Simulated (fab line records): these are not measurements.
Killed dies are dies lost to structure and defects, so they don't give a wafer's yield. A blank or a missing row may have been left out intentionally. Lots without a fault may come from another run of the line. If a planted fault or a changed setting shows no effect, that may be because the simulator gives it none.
What tool caused it? || flow berkeley cmos170 || 7 lots, 21 wafers sampled, at 4 steps of a route of 331

== WHAT THE GAUGES READ, wafer by wafer ==
UCB170_M1_RS_MEAS_01: measurement is done with a four-point probe.
{"lot": "L835", "measured": "day 7 10:47", "on": "film metro-01", "M1_AL_RS (ohm/sq)": "0.0484 0.0485 0.0486"}
{"lot": "L845", "measured": "day 9 04:30", "on": "film metro-01", "M1_AL_RS (ohm/sq)": "0.0494 0.0486 0.0491"}
{"lot": "L848", "measured": "day 10 06:43", "on": "film metro-03", "M1_AL_RS (ohm/sq)": "0.0480 0.0482 0.0482"}
{"lot": "L852", "measured": "day 10 18:37", "on": "film metro-03", "M1_AL_RS (ohm/sq)": "0.0493 0.0489 0.0491"}
{"lot": "L854", "measured": "day 11 03:56", "on": "film metro-01", "M1_AL_RS (ohm/sq)": "0.0488 0.0486 0.0486"}
{"lot": "L856", "measured": "day 12 04:40", "on": "film metro-04", "M1_AL_RS (ohm/sq)": "0.0483 0.0481 0.0475"}

== EACH LOT AND THE TOOL THAT RAN IT (in order: tool; ch and the chambers of the sampled wafers; start) ==
{"lot": "L835", "UCB170_START_OXIDATION_02": "furnace-03 ch 0, day 1 23:36", "UCB170_NLDD_STRIP_10": "plasma asher-03 ch 0,1, day 6 19:34", "UCB170_SDANNEAL_RTA_00": "rtp anneal-02 ch 0, day 7 04:03"}
{"lot": "L838", "UCB170_START_OXIDATION_02": "furnace-03, day 2 14:52", "UCB170_NLDD_STRIP_10": "-", "UCB170_SDANNEAL_RTA_00": "-"}
{"lot": "L845", "UCB170_START_OXIDATION_02": "furnace-01 ch 0, day 4 00:37", "UCB170_NLDD_STRIP_10": "plasma asher-01 ch 0,1, day 8 11:32", "UCB170_SDANNEAL_RTA_00": "rtp anneal-02 ch 0, day 8 21:32"}
{"lot": "L848", "UCB170_START_OXIDATION_02": "furnace-01 ch 0, day 4 15:12", "UCB170_NLDD_STRIP_10": "plasma asher-03 ch 0,1, day 9 13:05", "UCB170_SDANNEAL_RTA_00": "rtp anneal-02 ch 0, day 10 00:08"}
{"lot": "L852", "UCB170_START_OXIDATION_02": "furnace-03 ch 0, day 5 10:47", "UCB170_NLDD_STRIP_10": "plasma asher-03 ch 0,1, day 10 01:54", "UCB170_SDANNEAL_RTA_00": "rtp anneal-02 ch 0, day 10 11:03"}
{"lot": "L854", "UCB170_START_OXIDATION_02": "furnace-01 ch 0, day 5 21:53", "UCB170_NLDD_STRIP_10": "plasma asher-01 ch 0,1, day 10 10:35", "UCB170_SDANNEAL_RTA_00": "rtp anneal-02 ch 0, day 10 22:17"}
{"lot": "L856", "UCB170_START_OXIDATION_02": "furnace-03 ch 0, day 6 08:35", "UCB170_NLDD_STRIP_10": "plasma asher-03 ch 0,1, day 11 14:15", "UCB170_SDANNEAL_RTA_00": "rtp anneal-01 ch 0, day 11 22:16"}
- UCB170_START_OXIDATION_02: target thk 20 nm, ox time 1800 s.
- UCB170_NLDD_STRIP_10: strips in O2.
- UCB170_SDANNEAL_RTA_00: time 10 s.

== THE ANSWER, worked out from the rows above alone ==
Rule: the usual values come from the lots themselves. Put in order of their means at a reading, lots are off if they are a third of the lots or fewer, leave a main group of 4 or more, and stand apart from it by a gap of 3 or more times the standard deviation of the main group's means; of several such gaps the widest counts. A main group is skipped when, at the precision printed for the reading in the tables above, its means are all equal. Also off: a lot with no number at a reading for which 4 or more lots have one. Any other lot the step has rows for is counted as sound.
No lot is off at any reading shown: from this, nothing can be told.

== WHAT WAS PUT IN BY THE SIMULATOR ==
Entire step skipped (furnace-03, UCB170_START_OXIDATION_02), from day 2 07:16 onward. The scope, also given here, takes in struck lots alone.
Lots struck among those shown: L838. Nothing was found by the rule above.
